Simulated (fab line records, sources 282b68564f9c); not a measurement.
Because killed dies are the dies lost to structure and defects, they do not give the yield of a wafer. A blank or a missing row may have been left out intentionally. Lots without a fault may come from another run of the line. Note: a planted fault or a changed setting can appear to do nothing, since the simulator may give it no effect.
Comparing a struck lot with a sound one | flow rit_cmos | 15 out of 202 route steps
Sound: these wafers, L911.1, L911.4, L911.6. Wafers struck: L925.2, L925.5, L925.6. At the end, the cause is stated.
For every step that has rows: the tool of each side, followed by ch and its chambers, followed by its first start. Under that, the readings that differ: sound wafers | struck wafers | difference of the means | sigmas: that difference in standard deviations of wafers without a fault.
alike: a reading whose means differ by less than 2 such deviations, as well as words and numbers matching on both sides. not compared: withheld readings; readings where some wafer has no value; bounds like >300 that might hide an equal value; numbers whose values overlap and for which the record gives no deviation.
A row with sigmas, a row that says differs or no value, or rows on one side alone: a step with any of these is where the two part. When numbers do not overlap yet have no deviation, they are printed without sigmas and do not part them. A reading missing from all wafers of one side parts the sides only when that side holds two or more wafers.

RIT_CONTACT_STRIP_12: strips in O2, time 180 s.
  sound on plasma_asher-04 ch 0,1, day 3 07:22; struck on plasma_asher-03 ch 0,1, day 6 03:31
  alike: drypump_motor_current_A, o2_flow_sccm
  not compared: rf_hours_counter_h
RIT_CONTACT_CD_MEAS_90: target cd 1000 nm.
  struck on cd_sem-02, day 6 03:43; sound on cd_sem-02, day 3 07:32
  alike: cd_nm
then, 2 steps without rows for these wafers: RIT_CONTACT_CLEAN_13 (cleans in SC1, time 600 s); RIT_CONTACT_CLEAN_14 (cleans in SC2, time 600 s).
RIT_M1_SPUTTER_00: material Al, target thk 400 nm, time 500 s.
  struck on pvd_sputter-02, day 6 04:13; sound on pvd_sputter-03, day 3 08:01
  alike: throttle_valve_pct
RIT_M1_RS_MEAS_01: measurement is done with a four-point probe.
  struck on film_metro-04, day 6 04:34; sound on film_metro-02, day 3 08:19
  alike: M1_AL_RS
RIT_M1_THK_MEAS_02: measures by xrf.
  struck on film_metro-04, day 6 04:40; sound on film_metro-02, day 3 08:26
  alike: M1_AL_THK
then, 5 steps without rows for these wafers: RIT_M1_HMDS_03 (prime time 60 s); RIT_M1_COAT_04 (resist thk 1300 nm); RIT_M1_SOFTBAKE_05 (time 60 s); RIT_M1_EXPOSE_06 (exposes mask M12, target cd 2600 nm); RIT_M1_PEB_07.
RIT_M1_DEVELOP_08: develop time 68 s.
  sound on litho_track-04 ch 0, day 3 09:00; struck on litho_track-04 ch 0, day 6 05:00
  reading              | sound             | struck            | difference | sigmas
  developer_temp_C (C) | 23.01 23.07 22.91 | 22.22 22.37 22.20 | -0.73      | -7
RIT_M1_CD_MEAS_09: target cd 2600 nm.
  struck on cd_sem-01, day 6 05:45; sound on cd_sem-02, day 3 09:22
  alike: cd_nm
RIT_M1_PROBE_99:
  struck on prober-01, day 6 08:43; sound on prober-02, day 3 12:20
  alike: defect_limited_yield, killed_at_contacts, killed_at_front_end, killed_dies, killed_open, killed_short, sort_bin_3_pad_short, sort_bin_5_function, sort_bin_6_memory, sort_n_pass, sort_yield_pct

## WHERE THEY PART
Within this record, at RIT_M1_DEVELOP_08 only. Later steps at which nothing parts them and some readings are alike: RIT_M1_CD_MEAS_09, RIT_M1_PROBE_99.

WHY: what the simulator had put in
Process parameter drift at RIT_M1_DEVELOP_08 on litho_track-04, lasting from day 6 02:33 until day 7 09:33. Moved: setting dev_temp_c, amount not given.
